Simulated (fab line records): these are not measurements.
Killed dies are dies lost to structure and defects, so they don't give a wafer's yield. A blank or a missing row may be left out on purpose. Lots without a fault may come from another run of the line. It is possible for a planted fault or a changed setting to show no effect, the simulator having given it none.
Split-lot experiment -- flow rit_cmos -- route with 202 steps; 5 lots, 23 wafers read

== THE SPLIT ==
At RIT_M1_COAT_04 (resist thk 1300 nm), the setting resist_thk_nm was moved away from the recipe's 1300 nm on 6 of the 23 wafers read, by +4.1% to +5.1%. For the rest of the wafers, this setting stayed at what the recipe calls for.

== FROM THE SPLIT TO THE READING: what the file shows between them, 4 steps ==
- RIT_M1_SOFTBAKE_05: time 60 s
- RIT_M1_EXPOSE_06: exposes mask M12, target cd 2600 nm
- RIT_M1_PEB_07
- RIT_M1_DEVELOP_08: develop time 69.88 s

== THE READING ==
cd_nm at RIT_M1_CD_MEAS_09, given in nm (cd target 2600 nm). Fault-free wafers of this fab line usually give 2600.2 nm, standard deviation 1.8 nm.

wafer,"tool, chamber at the split","resist_thk_nm as run, nm",against the recipe,"cd_nm, nm",against lot-mates on the recipe
L074.1,"litho_track-02, 0",1300,recipe,2597.2,-
L074.2,"litho_track-02, 0",1300,recipe,2597.7,-
L074.3,"litho_track-02, 0",1300,recipe,2597.4,-
L074.5,"litho_track-02, 0",1300,recipe,2599.0,-
L074.6,"litho_track-02, 0",1300,recipe,2598.0,-
L077.2,"litho_track-04, 0",1300,recipe,2598.4,-
L077.3,"litho_track-04, 0",1300,recipe,2598.8,-
L077.4,"litho_track-04, 0",1300,recipe,2600.3,-
L077.5,"litho_track-04, 0",1300,recipe,2598.1,-
L077.6,"litho_track-04, 0",1300,recipe,2599.6,-
L078.1,"litho_track-02, 0",1366,+5.1%,2605.7,+6.5
L078.3,"litho_track-02, 0",1366,+5.1%,2606.3,+7.1
L078.4,"litho_track-02, 0",1366,+5.1%,2605.5,+6.3
L078.5,"litho_track-02, 0",1300,recipe,2599.6,-
L078.6,"litho_track-02, 0",1300,recipe,2598.8,-
L081.1,"litho_track-01, 0",1300,recipe,2598.7,-
L081.2,"litho_track-01, 0",1353,+4.1%,2599.5,+1.1
L081.3,"litho_track-01, 0",1353,+4.1%,2601.5,+3.1
L081.4,"litho_track-01, 0",1353,+4.1%,2601.2,+2.8
L081.6,"litho_track-01, 0",1300,recipe,2598.1,-
L084.3,"litho_track-01, 0",1300,recipe,2600.1,-
L084.4,"litho_track-01, 0",1300,recipe,2602.1,-
L084.5,"litho_track-01, 0",1300,recipe,2600.5,-

FIT RESULTS
A straight line over all 23 wafers: cd_nm changes by +1.01 nm for each +1% of resist_thk_nm; r = +0.80; the points scatter about the line by 1.6 nm.
The same after taking each lot's own level away (the mean of its wafers on the recipe; 23 wafers): +1.03 nm for each +1%; r = +0.89; scatter 1.1 nm.
According to that fit, moving resist_thk_nm by its largest amount changes the reading by 5.2 nm.
From 2597.86 to 2600.90 nm: that is the span of the lots' own levels, equal to 1.7 times the standard deviation above.
So the lot-to-lot level blurs the effect unless lot-mates are compared.
Check: for one of the wafers moved furthest among these (+5.1%), held out of the fit, the line's prediction against its lot-mates is +4.84 nm. It came out at +6.5 nm against them.

== THESE WAFERS: OTHER SPLITS ==
Other splits were also applied to these wafers ahead of the reading. Each is held against what the fit with the lots' levels taken away leaves over:
other split on the same wafers,wafers away from the commonest value,r with cd_nm (lot level and that fit taken away)
RIT_ACTIVE_OXIDATION_01 temp_c,10,+0.41
RIT_FOX2_OXIDATION_00 ox_time_s,15,+0.54
RIT_NWELL_IMPLANT_08 energy_kev,10,-0.05
RIT_GATE_COAT_11 resist_thk_nm,5,-0.04
RIT_GATE_DEVELOP_15 dev_temp_c,9,-0.09
RIT_PLDD_SOFTBAKE_02 temp_c,9,-0.25
RIT_PLDD_IMPLANT_08 dose_cm2,7,-0.01
RIT_NSD_COAT_01 resist_thk_nm,11,+0.21
RIT_SDANNEAL_CLEAN_00 time_s,15,+0.23
RIT_CONTACT_COAT_03 spin_rpm,5,+0.31

== THE WHOLE CHAIN: every reading that the file lists as answering this split, in the file's order ==
step,what it does,reading,change (the file's fit),r (the file's)
RIT_M1_COAT_04,resist thk 1300 nm,"NOVOLAK_of_M1_COAT_04.thk_nm (the simulator's own value, which no gauge read)",+12.7 nm for each +1% of the setting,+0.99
RIT_M1_CD_MEAS_09,target cd 2600 nm,cd_nm,+1.02 nm for each +1% of the setting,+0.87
RIT_M1_HARDBAKE_11,time 120 s,"NOVOLAK_of_M1_COAT_04.thk_nm (the simulator's own value, which no gauge read)",+10.9 nm for each +1% of the setting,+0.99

== THE FILE'S OWN FIT ==
cd_nm changes by +1.02 nm for each +1% of resist_thk_nm, r = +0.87.
